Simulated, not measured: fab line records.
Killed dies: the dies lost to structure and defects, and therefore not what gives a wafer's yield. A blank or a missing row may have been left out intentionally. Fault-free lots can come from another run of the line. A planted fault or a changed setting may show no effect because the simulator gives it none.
A struck lot beside a sound one -- flow rit_cmos -- 40 out of 202 route steps
Sound: these wafers, L264.1, L264.3, L264.5. Wafers struck: L272.4, L272.5, L272.6. The cause is given at the end.
At each step with rows: each side's tool, then ch and its chambers, then its first start. Under that, the readings that differ: sound wafers -- struck wafers -- difference of the means -- sigmas: that difference in standard deviations of wafers without a fault.
alike: readings whose means differ by less than 2 such deviations, and words and numbers that are the same on both sides. not compared: withheld readings, readings that some wafer has no value for, bounds like >300 that may hide the same value, and numbers for which the record gives no deviation and whose values overlap.
A row with sigmas, a row that says differs or no value, or rows on one side alone: a step with any of these is where the two part. Numbers that don't overlap but have no deviation are shown without sigmas and don't part them. Lack of a reading on every wafer of one side parts them only where that side has two or more wafers.

first, 2 steps without rows for these wafers: RIT_FOX2_CLEAN_02 (cleans in dHF, time 180 s); RIT_FOX2_WET_ETCH_03 (etches Si3N4 in H3PO4, target depth 195 nm, time 2700 s).
RIT_FOX2_THK_MEAS_90:
  sound on film_metro-03, day 2 01:04; struck on film_metro-01, day 3 18:50
  alike: FIELD_OXIDE_LEFT_1_THK
then, 6 steps without rows for these wafers: RIT_NWELL_HMDS_00 (prime time 60 s); RIT_NWELL_COAT_01 (resist thk 1300 nm); RIT_NWELL_SOFTBAKE_02 (time 60 s); RIT_NWELL_EXPOSE_03 (exposes mask M2, target cd 43900 nm); RIT_NWELL_PEB_04; RIT_NWELL_DEVELOP_05 (develop time 68 s).
RIT_NWELL_OVL_MEAS_06:
  sound on overlay-02, day 2 02:08; struck on overlay-01, day 3 19:46
  alike: NWELL_OVL
then, 2 steps without rows for these wafers: RIT_NWELL_HARDBAKE_07 (time 120 s); RIT_NWELL_IMPLANT_08.
RIT_NWELL_STRIP_09: strips in O2, time 180 s.
  sound on plasma_asher-01 ch 0, day 2 02:34; struck on plasma_asher-01 ch 0,1, day 3 20:22
reading,sound,struck,difference,sigmas
run_length_s (s),207.98 208.69 208.33,72.70 72.48 72.12,-135.90,-99 or more
model.NOVOLAK_of_NWELL_COAT_01.thk_nm (nm),0 0 0,339.9 343 340.7,+341.2,
  alike: drypump_motor_current_A
  not compared: rf_hours_counter_h
RIT_NWELL_TW_MEAS_10:
  sound on film_metro-04, day 2 02:44; struck on film_metro-01, day 3 20:31
  alike: NWELL_TW
then, 6 steps without rows for these wafers: RIT_PWELL_HMDS_00 (prime time 60 s); RIT_PWELL_COAT_01 (resist thk 1300 nm); RIT_PWELL_SOFTBAKE_02 (time 60 s); RIT_PWELL_EXPOSE_03 (exposes mask M3, target cd 43700 nm); RIT_PWELL_PEB_04; RIT_PWELL_DEVELOP_05 (develop time 68 s).
RIT_PWELL_OVL_MEAS_06:
  sound on overlay-01, day 2 03:48; struck on overlay-02, day 3 21:30
  alike: PWELL_OVL
then, 2 steps without rows for these wafers: RIT_PWELL_HARDBAKE_07 (time 120 s); RIT_PWELL_IMPLANT_08.
RIT_PWELL_STRIP_09: strips in O2, time 180 s.
  sound on plasma_asher-04 ch 0,1, day 2 04:14; struck on plasma_asher-03 ch 0,1, day 3 21:59
  alike: drypump_motor_current_A, run_length_s
  not compared: rf_hours_counter_h
RIT_PWELL_TW_MEAS_10:
  sound on film_metro-02, day 2 04:25; struck on film_metro-01, day 3 22:08
  alike: PWELL_TW
then, 1 step without rows for these wafers: RIT_WELLDRIVE_ANNEAL_00 (time 14700 s).
RIT_WELLDRIVE_RS_MEAS_01: measures by four-point-probe.
  sound on film_metro-01, day 2 11:39; struck on film_metro-02, day 4 05:10
  alike: NWELL_RS
RIT_WELLDRIVE_RS_MEAS_02: measures by four-point-probe.
  sound on film_metro-01, day 2 11:46; struck on film_metro-02, day 4 05:17
  alike: PWELL_RS
then, 6 steps without rows for these wafers: RIT_NRETRO_HMDS_00 (prime time 60 s); RIT_NRETRO_COAT_01 (resist thk 1300 nm); RIT_NRETRO_SOFTBAKE_02 (time 60 s); RIT_NRETRO_EXPOSE_03 (exposes mask M4, target cd 43900 nm); RIT_NRETRO_PEB_04; RIT_NRETRO_DEVELOP_05 (develop time 68 s).
RIT_NRETRO_OVL_MEAS_06:
  sound on overlay-01, day 2 12:46; struck on overlay-02, day 4 06:14
reading,sound,struck,difference,sigmas
NRETRO_OVL (nm),2.6 1.5 1.1,-1.6 -2.0 -0.1,-3.0,-2
then, 2 steps without rows for these wafers: RIT_NRETRO_HARDBAKE_07 (time 120 s); RIT_NRETRO_IMPLANT_08.
RIT_NRETRO_STRIP_09: strips in O2, time 180 s.
  sound on plasma_asher-04 ch 0,1, day 2 13:12; struck on plasma_asher-04 ch 0,1, day 4 06:43
  alike: drypump_motor_current_A, run_length_s
  not compared: rf_hours_counter_h
RIT_NRETRO_TW_MEAS_10:
  sound on film_metro-04, day 2 13:23; struck on film_metro-02, day 4 07:05
reading,sound,struck,difference,sigmas
NRETRO_TW,1050 1050 1050,30 30 30,-1020,-99 or more
  not compared: hold
next, for these wafers, 1 step has no rows: RIT_M1_PROBE_99.

## WHERE THEY PART
Last at RIT_NRETRO_TW_MEAS_10 as far as this record goes, first at RIT_NWELL_STRIP_09.

WHY: the cause the simulator had injected
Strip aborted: plasma_asher-01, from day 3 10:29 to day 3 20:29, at RIT_NWELL_STRIP_09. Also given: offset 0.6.
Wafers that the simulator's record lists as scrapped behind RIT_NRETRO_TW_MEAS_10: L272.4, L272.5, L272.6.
